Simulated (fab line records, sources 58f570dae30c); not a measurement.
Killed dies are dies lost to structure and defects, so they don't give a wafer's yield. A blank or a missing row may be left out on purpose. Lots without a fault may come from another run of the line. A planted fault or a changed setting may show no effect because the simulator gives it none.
Problem report in the 8D (eight disciplines) form, filled by code | flow berkeley_cmos170 | the parts of the form that need people (team, actions taken, sign-off) are left out

1. THE PROBLEM
beam_energy_keV at UCB170_NLDD_IMPLANT_09 reads a mean of 27.985 on 9 wafers of 3 lots; wafers without a fault read 30.002 with a standard deviation of 0.0097. That is -99 or more standard deviations from the usual mean.
First seen on wafer L121.2, day 10 12:20, on implanter-04. The record holds 21 wafers of 7 lots with a number at this step. Rule for "out", or "out of limits": more than 4 standard deviations from the usual mean. The other wafers with a number count as sound.

2. WHAT IT IS AND WHAT IT IS NOT
question                    | is                     | is not
which readings at this step | beam_energy_keV        | beam_on_s, dose_ions_cm2
which lots                  | L121, L124, L126       | L109, L112, L128, L130
which wafers of those lots  | all that have a number | -
read on which tools         | implanter-04           | implanter-01, implanter-03
when                        | from day 10 12:20      | up to then (6 sound wafers); but 6 sound wafers of L128, L130 came after

3. SUSPECTS, AND WHAT RULES EACH OUT
Counting: a tool at a process step up to the reading stays a suspect if it ran every lot that is out and no sound lot after the first of them.
- implanter-04 at UCB170_NLDD_IMPLANT_09: kept. It ran every lot that is out, first L121 (day 10 12:20), and no sound lot after that; its last sound lot up to then is L112 (day 8 22:05). Its own readings are out on those wafers: beam_energy_keV.
Left after counting: implanter-04 at UCB170_NLDD_IMPLANT_09.

4. THE CAUSE (what the simulator had put in)
Process parameter drift: implanter-04, from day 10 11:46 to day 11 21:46, at UCB170_NLDD_IMPLANT_09. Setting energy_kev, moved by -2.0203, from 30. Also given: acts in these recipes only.
Counting left only this tool.

5. THE CHAIN OF EFFECTS, in route order
Each row: a reading whose mean over the struck wafers that have a number lies more than 3 standard deviations from the usual. Only readings for which the record gives a usual standard deviation are gone through. hours: the time from each lot's start at the first step in this table that gives one to its start at this step, as a median over the lots. sigmas: the change in usual standard deviations.
hours | step                   | reading         | usual  | on struck wafers | change | sigmas
0     | UCB170_NLDD_IMPLANT_09 | beam_energy_keV | 30.002 | 27.985           | -2.017 | -99 or more
The process steps in it:
- UCB170_NLDD_IMPLANT_09

6. WHAT WOULD HAVE CAUGHT IT SOONER
In this record the first reading out of limits was taken at day 10 12:20, 1 hour after the fault began at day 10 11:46.
